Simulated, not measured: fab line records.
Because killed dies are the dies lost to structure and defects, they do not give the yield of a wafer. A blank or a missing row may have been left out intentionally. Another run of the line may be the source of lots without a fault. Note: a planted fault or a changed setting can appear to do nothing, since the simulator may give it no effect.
Comparing a struck lot with a sound one || flow rit_cmos || 19 steps out of a route of 202
Sound: these wafers, L892.2, L892.3, L892.5. Wafers L883.1, L883.3, L883.5 were the ones struck. At the end, the cause is stated.
For every step that has rows: the tool of each side, followed by ch and its chambers, followed by its first start. Under that, the readings that differ: sound wafers || struck wafers || difference of the means || sigmas: that difference in standard deviations of wafers without a fault.
alike: words and numbers the same on both sides, and readings whose means are apart by under 2 such deviations; not compared: readings that were withheld, readings missing a value for some wafer, numbers with overlapping values and no deviation given by the record, and bounds like >300 which may hide the same value.
The two part at a step that has a row with sigmas, a row that says differs or no value, or rows on one side only. Numbers that don't overlap but have no deviation are shown without sigmas and don't part them. A reading that every wafer of one side lacks parts them only if that side has two wafers or more.

first, 4 steps without rows for these wafers: RIT_PSD_SOFTBAKE_02 (time 60 s); RIT_PSD_EXPOSE_03 (exposes mask M10, target cd 40900 nm); RIT_PSD_PEB_04; RIT_PSD_DEVELOP_05 (develop time 50 s).
RIT_PSD_OVL_MEAS_06:
  struck on overlay-01, day 5 09:14; sound on overlay-02, day 8 04:14
{"reading": "PSD_OVL (nm)", "sound": "2.2 2.0 2.4", "struck": "-0.8 -2.2 -2.4", "difference": -4.0, "sigmas": -2}
then, 2 steps without rows for these wafers: RIT_PSD_HARDBAKE_07 (time 60 s); RIT_PSD_IMPLANT_08.
RIT_PSD_STRIP_09: strips in O2, time 180 s.
  sound on plasma_asher-04 ch 0, day 8 04:34; struck on plasma_asher-03 ch 0,1, day 5 09:34
  alike: drypump_motor_current_A
  not compared: rf_hours_counter_h
RIT_PSD_TW_MEAS_10:
  struck on film_metro-03, day 5 09:44; sound on film_metro-02, day 8 04:44
  alike: PSD_TW
then, 3 steps without rows for these wafers: RIT_SDANNEAL_CLEAN_00 (cleans in SC1, time 600 s); RIT_SDANNEAL_CLEAN_01 (cleans in dHF, time 30 s); RIT_SDANNEAL_CLEAN_02 (cleans in SC2, time 600 s).
RIT_SDANNEAL_RTA_03: time 5 s.
  sound on rtp_anneal-02 ch 0, day 8 05:10; struck on rtp_anneal-02 ch 0, day 5 10:11
  alike: wafer_temp_C_max
RIT_SDANNEAL_RS_MEAS_04: the measuring method here is four-point-probe.
  struck on film_metro-04, day 5 10:14; sound on film_metro-02, day 8 05:14
{"reading": "PSD_RS (ohm/sq)", "sound": "115.92 115.89 115.94", "struck": "96.35 96.70 96.67", "difference": -19.34, "sigmas": -67}
RIT_SDANNEAL_RS_MEAS_05: the measuring method here is four-point-probe.
  struck on film_metro-04, day 5 10:22; sound on film_metro-02, day 8 05:22
  alike: NSD_RS
RIT_SDANNEAL_RS_MEAS_06: the measuring method here is four-point-probe.
  struck on film_metro-04, day 5 10:29; sound on film_metro-02, day 8 05:29
{"reading": "PLDD_RS (ohm/sq)", "sound": "178.5 178.2 178.5", "struck": "161.9 161.6 162.1", "difference": -16.5, "sigmas": -34}
RIT_SDANNEAL_RS_MEAS_07: the measuring method here is four-point-probe.
  struck on film_metro-04, day 5 10:36; sound on film_metro-02, day 8 05:36
{"reading": "NLDD_RS (ohm/sq)", "sound": "152.2 151.6 151.7", "struck": "150.0 150.6 149.9", "difference": -1.7, "sigmas": -3}
then, 1 step without rows for these wafers: RIT_SILICIDE_WET_ETCH_00 (etches SiO2 in BOE, target depth 14 nm, time 15 s).
RIT_M1_PROBE_99:
  the record has rows for the struck wafers here (prober-01, day 5 18:43) and none for the sound ones

== WHERE THEY PART ==
First at RIT_PSD_OVL_MEAS_06; last, within this record, at RIT_M1_PROBE_99.

WHY: the cause the simulator had injected
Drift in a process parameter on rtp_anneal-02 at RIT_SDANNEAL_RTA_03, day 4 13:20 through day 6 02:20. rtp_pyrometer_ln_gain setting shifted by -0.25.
